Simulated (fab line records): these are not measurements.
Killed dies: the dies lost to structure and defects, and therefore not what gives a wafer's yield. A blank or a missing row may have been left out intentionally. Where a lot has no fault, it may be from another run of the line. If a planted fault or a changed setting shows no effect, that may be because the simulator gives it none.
A lot that was struck, set against a sound lot -- flow rit_cmos -- 39 out of 202 route steps
Sound: wafers L376.1, L376.3, L376.4. The struck wafers were L381.1, L381.3, L381.4. The cause comes at the end.
Per side, at each step with rows, come the tool, then ch with its chambers, and then its first start. Under that, the readings that differ: sound wafers -- struck wafers -- difference of the means -- sigmas: that difference in standard deviations of wafers without a fault.
alike: a reading whose means differ by less than 2 such deviations, as well as words and numbers matching on both sides. not compared: withheld readings; readings where some wafer has no value; bounds like >300 that might hide an equal value; numbers whose values overlap and for which the record gives no deviation.
A row with sigmas, a row that says differs or no value, or rows on one side alone: a step with any of these is where the two part. Non-overlapping numbers with no deviation appear without sigmas and do not part them. A reading that every wafer of one side lacks parts them only if that side has two wafers or more.

first, 3 steps without rows for these wafers: RIT_GATE_EXPOSE_13 (exposes mask M6, target cd 150 nm); RIT_GATE_PEB_14; RIT_GATE_DEVELOP_15 (develop time 50 s).
RIT_GATE_CD_MEAS_16 targets a cd of 150 nm.
  struck on cd_sem-02, day 4 10:51; sound on cd_sem-02, day 3 12:23
  alike: cd_nm
RIT_GATE_OVL_MEAS_17:
  struck on overlay-01, day 4 10:58; sound on overlay-02, day 3 12:31
reading,sound,struck,difference,sigmas
GATE_OVL (nm),-0.4 -0.7 -0.7,2.2 4.7 2.8,+3.8,+3
then, 1 step without rows for these wafers: RIT_GATE_HARDBAKE_18 (time 60 s).
RIT_GATE_ETCH_19: etches poly-Si in SF6/CHF3/O2, stops on SiO2, time 165 s, target depth 312.5 nm.
  sound on rie_si-01 ch 0,1,3, day 3 12:42; struck on rie_si-02 ch 0,1,3, day 4 11:10
  alike: drypump_motor_current_A, oes_product_au, rf_fwd_power_W, throttle_valve_pct
  not compared: rf_hours_counter_h
RIT_GATE_STRIP_20: strips in O2, time 180 s.
  sound on plasma_asher-03 ch 0,1, day 3 12:48; struck on plasma_asher-01 ch 0,1, day 4 11:16
  alike: drypump_motor_current_A
  not compared: rf_hours_counter_h
RIT_GATE_CD_MEAS_90 targets a cd of 150 nm.
  struck on cd_sem-01, day 4 11:26; sound on cd_sem-02, day 3 12:59
  alike: cd_nm
then, 3 steps without rows for these wafers: RIT_REOX_CLEAN_00 (cleans in SC1, time 600 s); RIT_REOX_CLEAN_01 (cleans in dHF, time 30 s); RIT_REOX_CLEAN_02 (cleans in SC2, time 600 s).
RIT_REOX_OXIDATION_03: target thk 25.2 nm, ox time 5580 s.
  sound on furnace-03 ch 0, day 3 14:34; struck on furnace-01 ch 0, day 4 12:36
reading,sound,struck,difference,sigmas
spike_tc_centre_C (C),902.6 902.1 903.0,896.1 894.1 893.7,-7.9,-6
spike_tc_source_C (C),928.1 924.6 928.5,915.1 917.9 916.9,-10.4,-5
tube_center_temp_C (C),900 899.95 900.02,893.16 893.12 893.23,-6.82,-79
tube_center_temp_C_max,902.6 902.5 903.3,895.3 895.5 896.0,-7.2,-18
model.SiO2_of_REOX_OXIDATION_03.thk_nm (nm),25.41 25.49 25.76,22.9 22.74 22.74,-2.8,
  alike: zone_power_source_pct
RIT_REOX_THK_MEAS_04:
  struck on film_metro-04, day 4 15:09; sound on film_metro-02, day 3 17:07
reading,sound,struck,difference,sigmas
REOX_OXIDE_THK (nm),25.4 25.5 25.8,22.9 22.7 22.7,-2.8,-5
then, 6 steps without rows for these wafers: RIT_NLDD_HMDS_00 (prime time 60 s); RIT_NLDD_COAT_01 (resist thk 1000 nm); RIT_NLDD_SOFTBAKE_02 (time 60 s); RIT_NLDD_EXPOSE_03 (exposes mask M7, target cd 40700 nm); RIT_NLDD_PEB_04; RIT_NLDD_DEVELOP_05 (develop time 50 s).
RIT_NLDD_OVL_MEAS_06:
  struck on overlay-01, day 4 16:11; sound on overlay-01, day 3 18:04
  alike: NLDD_OVL
then, 2 steps without rows for these wafers: RIT_NLDD_HARDBAKE_07 (time 60 s); RIT_NLDD_IMPLANT_08.
RIT_NLDD_STRIP_09: strips in O2, time 180 s.
  sound on plasma_asher-02 ch 0,1, day 3 18:40; struck on plasma_asher-04 ch 0,1, day 4 16:31
  alike: drypump_motor_current_A
  not compared: rf_hours_counter_h
RIT_NLDD_TW_MEAS_10:
  struck on film_metro-04, day 4 16:42; sound on film_metro-01, day 3 18:50
  alike: NLDD_TW
then, 6 steps without rows for these wafers: RIT_PLDD_HMDS_00 (prime time 60 s); RIT_PLDD_COAT_01 (resist thk 1000 nm); RIT_PLDD_SOFTBAKE_02 (time 60 s); RIT_PLDD_EXPOSE_03 (exposes mask M8, target cd 40900 nm); RIT_PLDD_PEB_04; RIT_PLDD_DEVELOP_05 (develop time 50 s).
RIT_PLDD_OVL_MEAS_06:
  struck on overlay-02, day 4 17:37; sound on overlay-01, day 3 19:44
  alike: PLDD_OVL
then, 2 steps without rows for these wafers: RIT_PLDD_HARDBAKE_07 (time 60 s); RIT_PLDD_IMPLANT_08.
RIT_PLDD_STRIP_09: strips in O2, time 180 s.
  sound on plasma_asher-01 ch 0,1, day 3 20:05; struck on plasma_asher-01 ch 0,1, day 4 17:57
  alike: drypump_motor_current_A
  not compared: rf_hours_counter_h
RIT_PLDD_TW_MEAS_10:
  struck on film_metro-04, day 4 18:07; sound on film_metro-03, day 3 20:15
  alike: PLDD_TW
RIT_SPACER_CLEAN_00: cleans in SC1, time 600 s.
  sound on wet_bench-03 ch 2, day 3 20:19; struck on wet_bench-02 ch 3, day 4 18:11
reading,sound,struck,difference,sigmas
model.SiO2_of_REOX_OXIDATION_03.thk_nm (nm),23.46 23.52 23.77,21.15 21 20.99,-2.54,
then, 1 step without rows for these wafers: RIT_SPACER_CLEAN_01 (cleans in dHF, time 30 s).
RIT_M1_PROBE_99:
  struck on prober-01, day 5 07:43; sound on prober-02, day 4 09:35
reading,sound,struck,difference,sigmas
model.etest.pmos_turned.r_on_ohm_um,3628 3682 3721,3304 3282 3286,-386,
model.etest.pldd.rs_ohm_sq,530.2 533.1 549.7,434.4 425.1 424.1,-109.8,
model.etest.nldd.rs_ohm_sq,381.1 378.6 385.6,342.3 336.2 341.1,-41.9,
model.etest.nmos_turned.drive_ua_um,315.5 307.4 302.9,358.1 360.4 360,+50.9,
model.etest.pldd.line_ohm_um,166.7 168.8 173.6,136.8 131.1 132.2,-36.3,
model.etest.pmos_turned.drive_ua_um,176.9 173.4 171.3,205.4 206.2 203.4,+31.1,
model.etest.nldd.line_ohm_um,119.8 118.2 121.2,107.1 105.7 105.7,-13.6,
model.etest.nmos_turned.isub_log10_a_um,-7.103 -7.238 -7.29,-7.022 -7.099 -7.024,+0.162,
  alike: killed_at_contacts, killed_at_front_end, killed_dies, killed_open, killed_short

== WHERE THEY PART ==
First at RIT_GATE_OVL_MEAS_17; last, within this record, at RIT_REOX_THK_MEAS_04. Later steps at which nothing parts them and some readings are alike: RIT_NLDD_OVL_MEAS_06, RIT_NLDD_STRIP_09, RIT_NLDD_TW_MEAS_10, RIT_PLDD_OVL_MEAS_06, RIT_PLDD_STRIP_09, RIT_PLDD_TW_MEAS_10, RIT_M1_PROBE_99.

WHY: what had been put in by the simulator
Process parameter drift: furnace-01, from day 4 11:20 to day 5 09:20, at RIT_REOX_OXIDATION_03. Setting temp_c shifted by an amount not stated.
